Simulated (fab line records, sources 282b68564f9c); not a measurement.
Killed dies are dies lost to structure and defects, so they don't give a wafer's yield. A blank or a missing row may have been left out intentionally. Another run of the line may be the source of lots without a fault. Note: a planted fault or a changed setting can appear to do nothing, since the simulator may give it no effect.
Problem report in the 8D (eight disciplines) form, filled by code || flow rit cmos || the parts of the form that need people (team, actions taken, sign-off) are left out

## 1. PROBLEM STATEMENT
On 3 wafers of 1 lot, killed at front end at RIT_M1_PROBE_99 has a mean of 105.0; fault-free wafers read 6.6, standard deviation 2.9. Measured from the usual mean, that is +34 standard deviations.
First observed at day 7 04:41: wafer L222.1, on prober-02. The record has a number at this step for 39 wafers belonging to 13 lots. Rule for "out" (also "out of limits"): further than 4 standard deviations from the usual mean. All remaining wafers that have a number are taken as sound.

## 2. WHAT IT IS; WHAT IT IS NOT
{"question": "which readings at this step", "is": "killed at front end, killed dies, killed on rim", "is not": "killed_at_M0_to_M3, killed at contacts, killed open, killed short"}
{"question": "which lots", "is": "L222", "is not": "L208, L209, L210, L211, L212, L213, L214, L217, L220, L227, L228, L229"}
{"question": "which wafers of those lots", "is": "all that have a number", "is not": "-"}
{"question": "read on which tools", "is": "prober-02", "is not": "prober-01"}
{"question": "when", "is": "from day 7 04:41", "is not": "up to then (27 sound wafers); but 9 sound wafers of L227, L228, L229 came after"}

## 3. SUSPECTS, AND WHAT RULES EACH OUT
Counting: a tool at a process step up to the reading stays a suspect if it ran every lot that is out and no sound lot after the first of them.
- furnace-03 at RIT_ACTIVE_OXIDATION_01 (target thk 46.8 nm, ox time 3360 s): kept. It ran the lot that is out, L222 (day 4 13:59), and no sound lot after that; its last sound lot up to then is L213 (day 2 17:56).
- plasma asher-02 at RIT_CONTACT_STRIP_12 (strips in O2, time 180 s): ruled out as a lasting fault. Sound lots L227, L229 ran on it after its first lot that is out, L222 (day 6 23:58).
- prober-02 at RIT_M1_PROBE_99: kept. It ran the lot that is out, L222 (day 7 04:41), and no sound lot after that; its last sound lot up to then is L217 (day 5 16:31). Out on those wafers are its own readings of killed at front end, killed dies, killed on rim.
After counting, furnace-03 at RIT_ACTIVE_OXIDATION_01 and prober-02 at RIT_M1_PROBE_99 remain.

## 4. THE CAUSE (what the simulator had put in)
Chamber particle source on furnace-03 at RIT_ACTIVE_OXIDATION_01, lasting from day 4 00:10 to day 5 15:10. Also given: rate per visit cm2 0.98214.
After counting, 2 suspects remain, this tool included.

## 5. THE EFFECT CHAIN, in route order
Rows list readings where the struck wafers' mean (over those with a number) sits beyond 3 standard deviations from the usual. Only readings whose record carries a usual standard deviation are examined. hours: median over the lots of the time between each lot's start at the first step of this table that gives one and its start at this step. sigmas: the change, counted in usual standard deviations.
{"hours": 0, "step": "RIT_M1_PROBE_99", "reading": "killed at front end", "usual": 6.6, "on struck wafers": 105.0, "change": "+98.4", "sigmas": "+34"}
{"hours": 0, "step": "RIT_M1_PROBE_99", "reading": "killed dies", "usual": 6.7, "on struck wafers": 105.0, "change": "+98.3", "sigmas": "+33"}
{"hours": 0, "step": "RIT_M1_PROBE_99", "reading": "killed on rim", "usual": 1.7, "on struck wafers": 27.7, "change": "+26.0", "sigmas": "+19"}
Process steps it contains:
- RIT_M1_PROBE_99

## 6. WHAT WOULD HAVE CAUGHT IT SOONER
In this record the first reading out of limits was taken at day 7 04:41, 77 hours after the fault began at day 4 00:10.
By day 7 04:41, every lot that is out (1) had started RIT_ACTIVE_OXIDATION_01 on furnace-03. Holding the tool at that point would not have protected any of them.
